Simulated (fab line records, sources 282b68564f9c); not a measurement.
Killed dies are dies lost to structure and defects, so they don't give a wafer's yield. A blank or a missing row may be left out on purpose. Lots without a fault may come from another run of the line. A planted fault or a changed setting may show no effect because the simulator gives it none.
A struck lot beside a sound one | flow rit_cmos | 14 steps out of a route of 202
Sound: wafers L551.1, L551.2, L551.4. Struck: wafers L549.2, L549.4, L549.5. The cause comes at the end.
At each step with rows: each side's tool, then ch and its chambers, then its first start. Under that, the readings that differ: sound wafers | struck wafers | difference of the means | sigmas: that difference in standard deviations of wafers without a fault.
alike: readings whose means differ by less than 2 such deviations, and words and numbers that are the same on both sides. not compared: withheld readings, readings that some wafer has no value for, bounds like >300 that may hide the same value, and numbers for which the record gives no deviation and whose values overlap.
The two part at a step that has a row with sigmas, a row that says differs or no value, or rows on one side only. Numbers that don't overlap but have no deviation are shown without sigmas and don't part them. A reading that every wafer of one side lacks parts them only if that side has two wafers or more.

first, 2 steps without rows for these wafers: RIT_PLDD_PEB_04; RIT_PLDD_DEVELOP_05 (develop time 50 s).
RIT_PLDD_OVL_MEAS_06:
  sound on overlay-02, day 6 07:04; struck on overlay-02, day 5 21:04
  alike: PLDD_OVL
then, 2 steps without rows for these wafers: RIT_PLDD_HARDBAKE_07 (time 60 s); RIT_PLDD_IMPLANT_08.
RIT_PLDD_STRIP_09: strips in O2, time 180 s.
  sound on plasma_asher-01 ch 0,1, day 6 07:24; struck on plasma_asher-02 ch 0,1, day 5 21:24
  alike: drypump_motor_current_A
  not compared: rf_hours_counter_h
RIT_PLDD_TW_MEAS_10:
  sound on film_metro-04, day 6 07:34; struck on film_metro-03, day 5 21:35
  alike: PLDD_TW
then, 4 steps without rows for these wafers: RIT_SPACER_CLEAN_00 (cleans in SC1, time 600 s); RIT_SPACER_CLEAN_01 (cleans in dHF, time 30 s); RIT_SPACER_CLEAN_02 (cleans in SC2, time 600 s); RIT_SPACER_CVD_03 (deposits Si3N4 from SiH2Cl2/NH3, target thk 250 nm, time 3300 s).
RIT_SPACER_THK_MEAS_04:
  sound on film_metro-04, day 6 11:05; struck on film_metro-02, day 6 00:28
  reading                 | sound             | struck            | difference | sigmas
  SPACER_NITRIDE_THK (nm) | 252.3 252.9 252.0 | 247.1 248.0 248.2 | -4.6       | -2
RIT_SPACER_ETCHBACK_05: etches Si3N4 in SF6/CHF3, stops on SiO2, target depth 250 nm, time 240 s.
  sound on rie_diel-03 ch 0,2,3, day 6 11:09; struck on rie_diel-01 ch 1,3, day 6 00:31
  no value came back on the struck wafers for any of 6 readings (CHF3_flow_sccm (sccm), SF6_flow_sccm (sccm) and others); on the sound wafers CHF3_flow_sccm (sccm) reads 29.98 30.08 29.89
  reading                                     | sound             | struck          | difference | sigmas
  model.poly-Si_of_GATE_CVD_08.thk_nm (nm)    | 165.4 168.9 167.7 | 235.9 237.6 238 | +69.8      |
  model.Si3N4_of_SPACER_CVD_03.thk_nm (nm)    | 197.3 199.8 198.3 | 247 248.2 248.2 | +49        |
  model.SiO2_of_FOX2_OXIDATION_00.thk_nm (nm) | 162.7 165.9 158.6 | 223.6 221 220   | +59.1      |
RIT_M1_PROBE_99:
  sound on prober-02, day 6 22:25; struck on prober-02, day 6 14:13
  reading             | sound  | struck                                                               | difference                   | sigmas
  hold                | - - -  | await_dispo/2.0h/scrap await_dispo/2.0h/scrap await_dispo/2.0h/scrap | no value on the sound wafers |
  killed_at_front_end | 4 5 9  | 264 264 264                                                          | +258                         | +81
  killed_dies         | 4 5 10 | 264 264 264                                                          | +258                         | +81
  killed_on_rim       | 0 2 2  | 70 70 70                                                             | +69                          | +49
  alike: killed_at_contacts, killed_open, killed_short

WHERE THEY PART
First at RIT_SPACER_THK_MEAS_04; last, within this record, at RIT_M1_PROBE_99.

WHY: what the simulator had put in
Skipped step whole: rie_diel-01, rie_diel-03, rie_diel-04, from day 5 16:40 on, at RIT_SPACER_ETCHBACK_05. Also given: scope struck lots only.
